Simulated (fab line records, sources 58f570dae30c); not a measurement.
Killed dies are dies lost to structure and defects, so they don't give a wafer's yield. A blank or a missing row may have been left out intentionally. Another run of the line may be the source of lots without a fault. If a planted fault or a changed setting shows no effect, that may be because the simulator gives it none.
Split-lot trial	flow berkeley-cmos170	route with 331 steps; 5 lots, 27 wafers read

== ON THE SPLIT ==
At UCB170_V1_CVD_00 (deposits SiO2 from TEOS/O2, target thk 2000 nm, time 250 s), the setting time-s was moved away from the recipe's 250 s on 12 of the 27 wafers read, by -46.4% to +28.6%. The other wafers ran this setting at the recipe's value.

Between the split and the reading, the file records no step.

== THE READING ==
Values of V1_TEOS_THK in nm from UCB170_V1_THK_MEAS_01. Typical for fault-free wafers on this fab line: 2000 nm, with standard deviation 27 nm.

wafer	tool, chamber at the split	time-s as run, s	against the recipe	V1_TEOS_THK, nm	against lot-mates on the recipe
L076.1	pecvd-01, 2	321.6	+28.6%	2553	+535
L076.2	pecvd-01, 1	321.6	+28.6%	2553	+535
L076.3	pecvd-01, 0	321.6	+28.6%	2567	+549
L076.4	pecvd-01, 0	250	recipe	2009	-
L076.5	pecvd-01, 2	250	recipe	2025	-
L076.6	pecvd-01, 1	250	recipe	2021	-
L078.2	pecvd-01, 2	250	recipe	1964	-
L078.3	pecvd-01, 1	250	recipe	1959	-
L078.6	pecvd-01, 1	250	recipe	1998	-
L082.1	pecvd-03, 2	250	recipe	1991	-
L082.2	pecvd-03, 0	250	recipe	2002	-
L082.3	pecvd-03, 1	250	recipe	1999	-
L082.4	pecvd-03, 2	133.9	-46.4%	1120	-877
L082.5	pecvd-03, 0	133.9	-46.4%	1085	-912
L082.6	pecvd-03, 1	133.9	-46.4%	1111	-886
L084.1	pecvd-02, 0	211.3	-15.5%	1674	-319
L084.2	pecvd-02, 2	211.3	-15.5%	1682	-311
L084.3	pecvd-02, 1	250	recipe	1990	-
L084.4	pecvd-02, 1	211.3	-15.5%	1683	-310
L084.5	pecvd-02, 2	250	recipe	2009	-
L084.6	pecvd-02, 0	250	recipe	1981	-
L085.1	pecvd-01, 0	250	recipe	1989	-
L085.2	pecvd-01, 1	250	recipe	1987	-
L085.3	pecvd-01, 2	250	recipe	2003	-
L085.4	pecvd-01, 0	172	-31.2%	1409	-584
L085.5	pecvd-01, 2	172	-31.2%	1391	-602
L085.6	pecvd-01, 1	172	-31.2%	1400	-593

FIT RESULTS
A straight line over all 27 wafers: V1_TEOS_THK changes by +19.3 nm for each +1% of time-s; r = +1.00; the points scatter about the line by 17 nm.
The same after taking each lot's own level away (the mean of its wafers on the recipe; 27 wafers): +19.1 nm for each +1%; r = +1.00; scatter 12 nm.
That fit puts the effect of the largest move of time-s on the reading at 8.9e+02 nm.
Measured against the standard deviation above, the lots' own levels, which go from 1973.7 to 2018.3 nm, span 1.7 times it.
Consequently the slope shifts little with the lot-to-lot level, the two slopes agreeing.
Check: -893 nm against its lot-mates is what the line predicts for one of the wafers moved furthest among these (-46.4%) when that wafer is left out of the fit. Against them it came out at -877 nm.

== THE OTHER SPLITS THESE WAFERS WENT THROUGH ==
Note: prior to the reading, these wafers also went through further splits. Each is held against what the fit with the lots' levels taken away leaves over:
other split on the same wafers	wafers away from the commonest value	r with V1_TEOS_THK (lot level and that fit taken away)
UCB170_START_OXIDATION_02 ox-time-s	6	-0.03
UCB170_SILICIDE_SPUTTER_01 time-s	12	-0.08

== THE WHOLE CHAIN: every reading that the file lists as answering this split, in the file's order ==
step	what it does	reading	change (the file's fit)	r (the file's)
UCB170_V1_CVD_00	deposits SiO2 from TEOS/O2, target thk 2000 nm, time 250 s	SiO2_of_V1_CVD_00.thk-nm (the simulator's own value, which no gauge read)	+19.2 nm for each +1% of the setting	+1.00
UCB170_V1_THK_MEAS_01		V1_TEOS_THK	+19.1 for each +1% of the setting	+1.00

== THE FILE'S OWN FIT ==
V1_TEOS_THK changes by +19.1 nm for each +1% of time-s, r = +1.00.
